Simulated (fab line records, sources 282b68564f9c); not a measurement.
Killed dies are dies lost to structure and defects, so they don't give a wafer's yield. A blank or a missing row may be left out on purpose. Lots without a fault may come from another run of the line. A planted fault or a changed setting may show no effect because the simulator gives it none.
fab line records | flow rit_cmos
record lots=14 wafers=42 last_day=7
route steps=202 shown CONTACT@180 M1@202
lots that met no fault: from a run of the same line without faults
start_h: hours from the record's first day to the start of the lot's first wafer shown | wait_h: hours since the lot's step before | " the same as in the row above | L1.1+2: a row that stands for several wafers | - no value, or no start given | * or withheld: withheld | < > ~ a bound
route shown NAME@n: a module of which the file shows steps, and the number in the route of the first | usual: mean/standard deviation of fault-free wafers | same: alike in all rows | chamber/n: place in a boat | sites: the reading at each site | _std_site: their standard deviation | _edge_site: outer sites' mean less inner sites' | radius_mm: how far each site lies from the wafer's centre | mask NAME#n: copy n | behind: the tool/chamber that last shaped the wafer | hold: why the lot was held/for how many hours/how that ended | device: the transistor (n, p or np) that didn't switch | end of line: the same wafers' tests at the end of the route | a step without rows: its recipe alone | killed: dies lost to structure and defects at the first sort, not the wafer's yield | map: a wafer's dies, x killed, . not, _ none there
set.NAME: the setting as run; set.NAME@STEP: as run at that earlier step | model.NAME: the simulator's own value behind a step, which no gauge read
steps of the route over a sample of lots; a table a step, a row a wafer
services: from which hour (start_h, from the record's first day; less than 0 if before it) a tool's chamber was out of use, for how many hours, and why
## steps
# step RIT_CONTACT_STRIP_12
# recipe chemistry=O2 time_s=180 resist=NOVOLAK platen_temp_c=withheld power_w=500 pressure_mtorr=4000 o2_flow_sccm=4000
# usual chamber_pressure_mTorr=4000/4.3 drypump_motor_current_A=5.6/0.39
# same time_s=180
# columns lot.wafer tool chamber start_h wait_h chamber_pressure_mTorr drypump_motor_current_A rf_hours_counter_h
L692.3 plasma_asher-01 0 57.51 0.2 4002 5.0 -
L692.4 " 1 " " 3992 6.0 -
L692.5 " 1 " " 3999 6.0 -
L694.1 plasma_asher-03 0 64.20 0.1 4001 5.8 45
L694.3 " 0 " " 4001 5.8 -
L694.6 " 1 " " 4002 5.7 -
L695.2 plasma_asher-02 1 70.79 0.1 4002 6.1 24
L695.3 " 1 " " 4010 6.1 -
L695.5 " 0 " " 4000 5.7 -
L696.3 plasma_asher-03 0 72.73 0.2 3999 5.8 -
L696.4 " 1 " " 3998 5.7 -
L696.6 " 0 " " 4002 5.8 -
L697.1 plasma_asher-01 0 79.30 0.1 4008 5.0 44
L697.5 " 1 " " 4005 6.0 -
L697.6 " 0 " " 4000 5.0 -
L698.2 plasma_asher-02 1 84.58 0.1 4002 6.1 26
L698.3 " 0 " " 3995 5.7 -
L698.4 " 1 " " 4007 6.1 -
L700.3 plasma_asher-01 0 93.64 0.2 4001 5.0 -
L700.4 " 1 " " 4001 6.0 -
L700.6 " 1 " " 3995 6.0 -
L703.1 plasma_asher-01 0 110.05 0.1 3999 5.0 48
L703.4 " 0 " " 3996 5.0 -
L703.6 " 1 " " 4005 6.0 -
L706.3 plasma_asher-03 0 123.32 0.2 3995 5.8 -
L706.4 " 1 " " 4000 5.7 -
L706.6 " 0 " " 3995 5.8 -
L708.3 plasma_asher-03 1 133.78 0.2 4001 5.7 -
L708.4 " 0 " " 4006 5.7 -
L708.6 " 1 " " 4004 5.7 -
L709.1 plasma_asher-03 0 137.80 0.1 4004 5.8 55
L709.2 " 1 " " 4000 5.7 55
L709.3 " 1 " " 3996 5.7 -
L710.1 plasma_asher-01 0 142.75 0.1 3997 5.1 53
L710.5 " 1 " " 3998 6.0 -
L710.6 " 0 " " 4006 5.0 -
L711.2 plasma_asher-01 1 147.75 0.1 4001 6.0 54
L711.4 " 1 " " 4002 6.0 -
L711.6 " 1 " " 4002 6.0 -
L712.1 plasma_asher-03 1 152.79 0.1 3994 5.7 57
L712.2 " 0 " " 3999 5.8 57
L712.6 " 0 " " 4006 5.8 -
# step RIT_M1_PROBE_99
# usual killed_at_contacts=0.1/0.26 killed_at_front_end=7/3.2 killed_dies=7/3.2 killed_on_rim=1.6/1.2 killed_open=3.2/2.1 killed_short=3.7/2.1
# same gross_dies=264 killed_at_M0_to_M3=0 killed_at_M4_up=0 killed_at_back_side=0 killed_at_other=0
# columns lot.wafer tool chamber start_h wait_h killed_at_contacts killed_at_front_end killed_dies killed_on_rim killed_open killed_short
L695.2 prober-01 - 75.95 0.1 0 6 6 0 3 3
L695.3 prober-01 - 76.00 0.2 0 7 7 1 4 3
L695.5 prober-01 - 76.10 0.2 0 11 11 4 3 8
L696.3 prober-02 - 77.79 0.2 2 15 17 3 11 6
L696.4 prober-02 - 77.84 0.2 0 8 8 2 4 4
L696.6 prober-02 - 77.94 0.2 0 6 6 3 3 3
L698.2 prober-02 - 89.78 0.1 0 7 7 2 2 5
L698.3 prober-02 - 89.83 0.2 0 10 10 3 2 7
L698.4 prober-02 - 89.88 0.2 0 7 7 2 3 4
L703.1 prober-01 - 115.58 0.1 0 5 5 1 2 3
L703.4 prober-01 - 115.73 0.2 0 7 7 0 3 4
L703.6 prober-01 - 115.83 0.2 0 3 3 0 1 2
L709.1 prober-01 - 142.61 0.1 0 5 5 1 3 2
L709.2 prober-01 - 142.66 0.1 16 7 23 8 3 4
L709.3 prober-01 - 142.71 0.2 19 4 23 10 2 2
L710.1 prober-02 - 148.63 0.1 0 2 2 1 1 1
L710.6 prober-02 - 148.88 0.2 0 11 11 3 6 5
L711.4 prober-01 - 153.82 0.2 0 16 16 5 8 8
L711.6 prober-01 - 153.92 0.2 0 8 8 1 2 5
L712.1 prober-02 - 157.83 0.1 19 6 25 10 2 4
L712.2 prober-02 - 157.88 0.1 0 2 2 0 0 2
L712.6 prober-02 - 158.08 0.2 0 5 5 1 4 1
# killed by level:class
L695.2 GATE:geometric_particle:open=3 GATE:geometric_particle:short=2 SPACER:geometric_particle:short=1
L695.3 GATE:geometric_particle:short=2 REOX:geometric_particle:open=2 FOX2:geometric_particle:open=1 GATE:geometric_particle:open=1 REOX:geometric_particle:short=1
L695.5 GATE:geometric_particle:short=3 SPACER:geometric_particle:short=3 GATE:geometric_particle:open=2 FOX2:geometric_particle:short=1 REOX:geometric_particle:short=1 REOX:geometric_particle:open=1
L696.3 SPACER:geometric_particle:open=6 FOX1:geometric_particle:short=2 REOX:geometric_particle:short=2 CONTACT:geometric_particle:open=2 FOX1:geometric_particle:open=1 GATE:geometric_particle:open=1 GATE:geometric_particle:short=1 SPACER:geometric_particle:short=1
L696.4 GATE:geometric_particle:open=3 SILICIDE:geometric_particle:short=2 FOX2:geometric_particle:open=1 GATE:geometric_particle:short=1 SPACER:geometric_particle:short=1
L696.6 GATE:geometric_particle:short=1 GATE:geometric_particle:open=1 REOX:geometric_particle:open=1 REOX:geometric_particle:short=1 SPACER:geometric_particle:open=1 SILICIDE:geometric_particle:short=1
L698.2 FOX1:geometric_particle:short=3 GATE:geometric_particle:open=1 GATE:geometric_particle:short=1 REOX:geometric_particle:short=1 REOX:geometric_particle:open=1
L698.3 FOX1:geometric_particle:short=3 GATE:geometric_particle:short=2 FOX2:geometric_particle:short=1 GATE:geometric_particle:open=1 SILICIDE:geometric_particle:open=1 SILICIDE:geometric_particle:short=1 ACTIVE:coat_microbubble_printed=1
L698.4 GATE:geometric_particle:short=2 SILICIDE:geometric_particle:open=2 FOX1:geometric_particle:open=1 REOX:geometric_particle:short=1 SILICIDE:geometric_particle:short=1
L703.1 REOX:geometric_particle:short=2 FOX1:geometric_particle:open=1 FOX2:geometric_particle:short=1 REOX:geometric_particle:open=1
L703.4 FOX2:geometric_particle:short=2 FOX2:geometric_particle:open=1 GATE:geometric_particle:short=1 GATE:geometric_particle:open=1 REOX:geometric_particle:short=1 SILICIDE:geometric_particle:open=1
L703.6 GATE:geometric_particle:short=1 GATE:geometric_particle:open=1 SPACER:geometric_particle:short=1
L709.1 FOX1:geometric_particle:open=1 GATE:geometric_particle:open=1 GATE:geometric_particle:short=1 REOX:geometric_particle:short=1 SILICIDE:geometric_particle:open=1
L709.2 CONTACT:unspecified=16 GATE:geometric_particle:short=2 REOX:geometric_particle:open=2 REOX:geometric_particle:short=1 SPACER:geometric_particle:short=1 SILICIDE:geometric_particle:open=1
L709.3 CONTACT:unspecified=19 SILICIDE:geometric_particle:open=2 REOX:geometric_particle:short=1 SILICIDE:geometric_particle:short=1
L710.1 SILICIDE:geometric_particle:open=1 SILICIDE:geometric_particle:short=1
L710.6 SILICIDE:geometric_particle:short=3 SILICIDE:geometric_particle:open=3 GATE:geometric_particle:open=2 ACTIVE:geometric_particle:short=1 GATE:geometric_particle:short=1 REOX:geometric_particle:open=1
L711.4 FOX2:geometric_particle:short=3 FOX2:geometric_particle:open=3 GATE:geometric_particle:short=2 GATE:geometric_particle:open=2 REOX:geometric_particle:short=2 FOX1:geometric_particle:open=1 REOX:geometric_particle:open=1 SPACER:geometric_particle:short=1
L711.6 GATE:geometric_particle:short=2 REOX:geometric_particle:short=2 GATE:geometric_particle:open=1 REOX:geometric_particle:open=1 SPACER:geometric_particle:short=1 PSD:coat_microbubble_printed=1
L712.1 CONTACT:unspecified=19 SPACER:geometric_particle:short=3 GATE:geometric_particle:open=2 FOX1:geometric_particle:short=1
L712.2 REOX:geometric_particle:short=2
L712.6 SPACER:geometric_particle:open=4 FOX1:geometric_particle:short=1
## services
# columns tool chamber start_h hours kind
plasma_asher-02 - 92.79 55.8 repair
## key
first_sign step=RIT_M1_PROBE_99 reading=killed_at_contacts direction=up sigmas=18 usual=0.1 struck=18
effect step=RIT_M1_PROBE_99 reading=killed_dies direction=up sigmas=5.2 usual=7 struck=24
met_at RIT_CONTACT_STRIP_12
struck_lots L709,L712
struck_wafers L709.2,L709.3,L712.1
tester_left_out L709,L712
onset_between 133.78 137.80
fault kind=chamber_particle_source tool=plasma_asher-03 chamber=1 onset_h=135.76 steps=RIT_CONTACT_STRIP_12 rate_per_visit_cm2=0.5765 end_h=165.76
# tester_left_out: of these lots the tester's yield and bins aren't shown, on N5 and GAA mostly nor the transistor test; their killed dies are dies lost to structure and defects alone, not to doping, threshold or leakage, so they don't give the yield
